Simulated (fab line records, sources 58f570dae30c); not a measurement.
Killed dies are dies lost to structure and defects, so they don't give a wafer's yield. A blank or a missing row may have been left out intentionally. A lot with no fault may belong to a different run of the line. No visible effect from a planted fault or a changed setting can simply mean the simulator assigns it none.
Which tool was responsible? ; flow berkeley_cmos170 ; Sampling: 7 lots, 21 wafers, 4 of 331 route steps

WHAT EACH GAUGE READ, for each wafer
UCB170_M3_RS_MEAS_02: measures by four-point-probe.
lot;measured;on;M3_AL_RS (ohm/sq)
L653;day 10 12:29;film_metro-01;0.0320 0.0318 0.0322
L660;day 12 06:19;film_metro-02;0.0317 0.0317 0.0315
L664;day 12 06:12;film_metro-01;0.0316 0.0320 0.0319
L665;day 12 08:28;film_metro-01;0.0320 0.0319 0.0319
L666;day 13 14:30;film_metro-02;0.0323 0.0320 0.0319
L669;day 13 17:09;film_metro-01;0.0322 0.0322 0.0326
L671;day 14 08:38;film_metro-04;0.0319 0.0320 0.0321

WHICH TOOL RAN EACH LOT (tool, then ch and the chambers of the sampled wafers, then the start)
lot;UCB170_NVT_CLEAN_10;UCB170_M2_STRIP_07;UCB170_V2_STRIP_15
L653;wet_bench-01 ch 3, day 8 00:48;plasma_asher-04 ch 0,1, day 10 06:56;plasma_asher-01 ch 0,1, day 10 12:05
L660;wet_bench-01 ch 2, day 9 19:50;plasma_asher-03 ch 0,1, day 12 00:32;plasma_asher-01 ch 0,1, day 12 05:54
L664;wet_bench-01 ch 0, day 10 02:53;plasma_asher-02 ch 0,1, day 12 00:46;plasma_asher-02 ch 1, day 12 05:47
L665;wet_bench-01 ch 0, day 10 03:14;plasma_asher-04 ch 0,1, day 12 03:50;plasma_asher-02 ch 0,1, day 12 07:59
L666;wet_bench-01 ch 1, day 10 20:31;plasma_asher-03 ch 0,1, day 13 07:10;plasma_asher-01 ch 0,1, day 13 14:07
L669;wet_bench-01 ch 0, day 11 03:02;plasma_asher-02 ch 0,1, day 13 09:23;plasma_asher-01 ch 0,1, day 13 16:46
L671;wet_bench-01 ch 0, day 11 20:10;plasma_asher-03 ch 0,1, day 14 04:03;plasma_asher-02 ch 0,1, day 14 08:16
- UCB170_NVT_CLEAN_10: cleans in SPM, time 600 s.
- UCB170_M2_STRIP_07: strips in O2.
- UCB170_V2_STRIP_15: strips in O2.

THE ANSWER, worked out from the rows above alone
Rule: what is usual is taken from the lots themselves. Put in order of their means at a reading, lots are off if they are a third of the lots or fewer, leave a main group of 4 or more, and stand apart from it by a gap of 3 or more times the standard deviation of the main group's means; of several such gaps the widest counts. A main group is skipped when, at the precision printed for the reading in the tables above, its means are all equal. Also off: a lot with no number at a reading for which 4 or more lots have one. Any other lot the step has rows for is counted as sound.
No lot is off at any reading shown: from this, nothing can be told.

WHAT THE SIMULATOR HAD INSERTED
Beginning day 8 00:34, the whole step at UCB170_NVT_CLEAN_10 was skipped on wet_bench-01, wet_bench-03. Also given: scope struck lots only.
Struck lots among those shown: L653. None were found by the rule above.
